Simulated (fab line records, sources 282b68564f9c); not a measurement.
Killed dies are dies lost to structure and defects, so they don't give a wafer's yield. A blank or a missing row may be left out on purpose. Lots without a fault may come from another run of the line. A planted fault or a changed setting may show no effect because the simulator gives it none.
Problem report in the 8D (eight disciplines) form, filled by code | flow rit_cmos | the parts of the form that need people (team, actions taken, sign-off) are left out

1. THE PROBLEM
CONTACT_TEOS_THK at RIT_CONTACT_THK_MEAS_01 reads a mean of 564 nm on 2 wafers of 1 lot; wafers without a fault read 400 nm with a standard deviation of 4.8. That is +34 standard deviations from the usual mean.
First seen on wafer L562.3, day 6 02:27, on film_metro-02. The record holds 39 wafers of 13 lots with a number at this step. Rule for "out", or "out of limits": more than 4 standard deviations from the usual mean. The other wafers with a number count as sound.

2. WHAT IT IS AND WHAT IT IS NOT
question                    | is               | is not
which readings at this step | CONTACT_TEOS_THK | -
which lots                  | L562             | L550, L551, L552, L553, L554, L557, L560, L563, L566, L567, L569, L570
which wafers of those lots  | L562.3, L562.6   | L562.4
read on which gauges        | film_metro-02    | film_metro-01
when                        | from day 6 02:27 | up to then (22 sound wafers); but 15 sound wafers of L563, L566, L567, L569, L570 came after

3. SUSPECTS, AND WHAT RULES EACH OUT
Counting: a tool at a process step up to the reading stays a suspect if it ran every lot that is out. Sound lots after the first of them don't rule it out here, since some wafers of a struck lot are sound.
- the gauge at RIT_CONTACT_THK_MEAS_01: ruled out. All the wafers that are out were read on film_metro-02, but those of them that RIT_M1_PROBE_99 has rows for are out there too, on other tools.
- pecvd-01 at RIT_CONTACT_CVD_00 (deposits SiO2 from TEOS, target thk 400 nm, time 61 s): kept. It ran the lot that is out, L562 (day 6 02:23); its last sound lot up to then is L553 (day 4 08:52).
- Within pecvd-01 at RIT_CONTACT_CVD_00: the wafers that are out ran in chamber 0; their sound lot-mates ran in chamber 1.
Left after counting: pecvd-01 at RIT_CONTACT_CVD_00.

4. THE CAUSE (what the simulator had put in)
Process parameter drift: pecvd-01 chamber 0, from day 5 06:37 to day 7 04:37, at RIT_CONTACT_CVD_00. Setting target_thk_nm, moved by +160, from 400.
Counting left only this tool.

5. THE CHAIN OF EFFECTS, in route order
Each row: a reading whose mean over the struck wafers that have a number lies more than 3 standard deviations from the usual. Only readings for which the record gives a usual standard deviation are gone through. hours: the time from each lot's start at the first step in this table that gives one to its start at this step, as a median over the lots. sigmas: the change in usual standard deviations.
hours | step                    | reading            | usual  | on struck wafers | change | sigmas
0     | RIT_CONTACT_THK_MEAS_01 | CONTACT_TEOS_THK   | 400 nm | 564              | +164   | +34
6     | RIT_M1_PROBE_99         | killed_at_contacts | 0.1    | 259.0            | +258.9 | +99 or more
6     | RIT_M1_PROBE_99         | killed_dies        | 6.6    | 264.0            | +257.4 | +92
6     | RIT_M1_PROBE_99         | killed_on_rim      | 1.8    | 70.0             | +68.2  | +49
The process steps in it:
- RIT_M1_PROBE_99
Later measuring or inspecting steps at which every struck wafer that the step has a row for has a number for every such reading, and none has moved that far: RIT_CONTACT_OVL_MEAS_09.

6. WHAT WOULD HAVE CAUGHT IT SOONER
In this record the first reading out of limits at a measuring or inspecting step was taken at day 6 02:27, 20 hours after the fault began at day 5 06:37.
Of the tool readings at RIT_CONTACT_CVD_00 for which the record gives a usual standard deviation, none was out on any struck wafer, so an alarm limit of 4 standard deviations on them would not have fired.
All the lots that are out (1) had begun RIT_CONTACT_CVD_00 on pecvd-01 by day 6 02:27. A hold on the tool at that time would have spared none of them.
